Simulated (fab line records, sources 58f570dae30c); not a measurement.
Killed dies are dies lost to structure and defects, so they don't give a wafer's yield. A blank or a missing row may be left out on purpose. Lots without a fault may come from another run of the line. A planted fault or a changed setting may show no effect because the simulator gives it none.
Which tool did it? | flow berkeley_cmos170 | 14 lots, 42 wafers sampled, at 1 step of a route of 331

WHAT THE GAUGES READ, wafer by wafer
The record holds no reading of a measuring or inspecting step that can be judged against a usual standard deviation.

WHICH TOOL RAN EACH LOT (tool, then ch and the chambers of the sampled wafers, then the start)
lot  | UCB170_PVT_EXPOSE_03
L703 | krf_scanner-02 ch 0, day 6 22:25
L704 | krf_scanner-02 ch 0, day 6 22:34
L708 | krf_scanner-01 ch 0, day 8 04:19
L709 | krf_scanner-02 ch 0, day 8 05:05
L711 | krf_scanner-02, day 8 21:03
L713 | krf_scanner-01, day 9 13:27
L715 | krf_scanner-01 ch 0, day 9 21:50
L717 | krf_scanner-02 ch 0, day 10 15:26
L719 | krf_scanner-01 ch 0, day 10 23:19
L720 | krf_scanner-01 ch 0, day 10 23:48
L718 | krf_scanner-02 ch 0, day 11 00:02
L722 | krf_scanner-01 ch 0, day 11 12:18
L724 | krf_scanner-01 ch 0, day 11 20:41
L725 | krf_scanner-02 ch 0, day 12 04:04
- UCB170_PVT_EXPOSE_03: exposes mask NWELL, target cd 3000 nm.

WHAT THE TOOLS THEMSELVES READ (means of the sampled wafers that have a number; where no wafer has one, the mark that the record gives instead)
UCB170_PVT_EXPOSE_03.
lot  | tool           | exposure_dose_mJ_cm2 | focus_offset_nm (nm)
L703 | krf_scanner-02 | 29.980               | -0.3
L704 | krf_scanner-02 | 29.985               | -0.1
L708 | krf_scanner-01 | 30.006               | 0.0
L709 | krf_scanner-02 | 29.986               | 0.2
L711 | krf_scanner-02 | -                    | -
L713 | krf_scanner-01 | -                    | -
L715 | krf_scanner-01 | 29.967               | -1.1
L717 | krf_scanner-02 | 30.033               | 0.1
L719 | krf_scanner-01 | 29.993               | -0.7
L720 | krf_scanner-01 | 29.955               | -0.1
L718 | krf_scanner-02 | 29.990               | -0.5
L722 | krf_scanner-01 | 30.038               | -0.5
L724 | krf_scanner-01 | 30.004               | -0.2
L725 | krf_scanner-02 | 29.993               | -0.2

THE ANSWER, worked out from the rows above alone
Rule: what is usual is taken from the lots themselves. Put in order of their means at a reading, lots are off if they are a third of the lots or fewer, leave a main group of 4 or more, and stand apart from it by a gap of 3 or more times the standard deviation of the main group's means; of several such gaps the widest counts. A main group whose means are all the same, to the digits that the tables above print for the reading, isn't used. A lot without any number at a reading at which 4 lots or more have one is off too. The other lots that the step has rows for count as sound. The gauges are gone through in route order, then the tools' own readings, and for those a lot's mean is taken as printed above. The first step at which some lot is off is used, and at that step the reading that is off furthest; a lot without a number counts as furthest.
Off: L711, L713, at UCB170_PVT_EXPOSE_03 (exposure_dose_mJ_cm2). Without a number there: L711, L713. The main group: mean 29.994, standard deviation 0.023.
A tool fits if, at that step or a process step before it, it ran every lot that is off, and no sound lot after the first of them. None of those tried fits.

WHAT THE SIMULATOR HAD PUT IN
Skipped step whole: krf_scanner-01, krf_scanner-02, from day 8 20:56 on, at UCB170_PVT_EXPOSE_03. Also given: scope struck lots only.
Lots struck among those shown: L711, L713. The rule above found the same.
